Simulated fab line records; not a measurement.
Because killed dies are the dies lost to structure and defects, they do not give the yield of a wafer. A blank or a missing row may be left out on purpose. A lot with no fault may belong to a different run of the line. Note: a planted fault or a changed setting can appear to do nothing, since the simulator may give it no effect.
Chamber matching -- flow berkeleyCmos170 -- UCB170_V2_CMP_02 on cmp-01 has 4 sister chambers
The step polishes SiO2. 4 wafers are shown with their chamber, then 9 later ones without.

## EACH WAFER AND ITS CHAMBER
wafer,chamber,motorCurrentA (A)
L776.2,3,16.2
L783.1,0,18.6
L783.2,2,18.8
L783.5,1,14.4

## WAFERS WITHOUT THEIR CHAMBER
wafer,motorCurrentA (A)
L784.3,17.4
L784.4,18.7
L784.6,17.7
L785.1,14.6
L785.5,18.1
L785.6,17.1
L791.3,18.3
L791.4,18.4
L791.6,20.4

## EACH ONE'S CHAMBER
wafer,from the rows above,in truth
L784.3,can't be placed: 3 or 0 or 2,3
L784.4,can't be placed: 0 or 2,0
L784.6,can't be placed: 0 or 2 or 3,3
L785.1,can't be placed: 1 or 3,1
L785.5,can't be placed: 0 or 2 or 3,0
L785.6,can't be placed: 3 or 0 or 2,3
L791.3,can't be placed: 0 or 2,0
L791.4,can't be placed: 0 or 2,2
L791.6,can't be placed: 2 or 0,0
Correct placement for 0 of the 9. Cannot be placed on the basis of these rows: 9; the candidates contain the true chamber in 9. Wrongly placed: 0.
How it was worked out, from the rows above alone: a wafer's distance from a chamber is the root of the sum, over the readings, of the square of ((its reading less the chamber's mean) divided by the reading's scatter). If the next closest chamber is less than 2 further off than the closest, the wafer can't be placed; otherwise it belongs to the closest. The mean given for a chamber averages the wafers shown for that chamber. The scatter: with one shown wafer a chamber, the root of the mean of the squares of how far each hidden wafer lies from its nearest shown one.
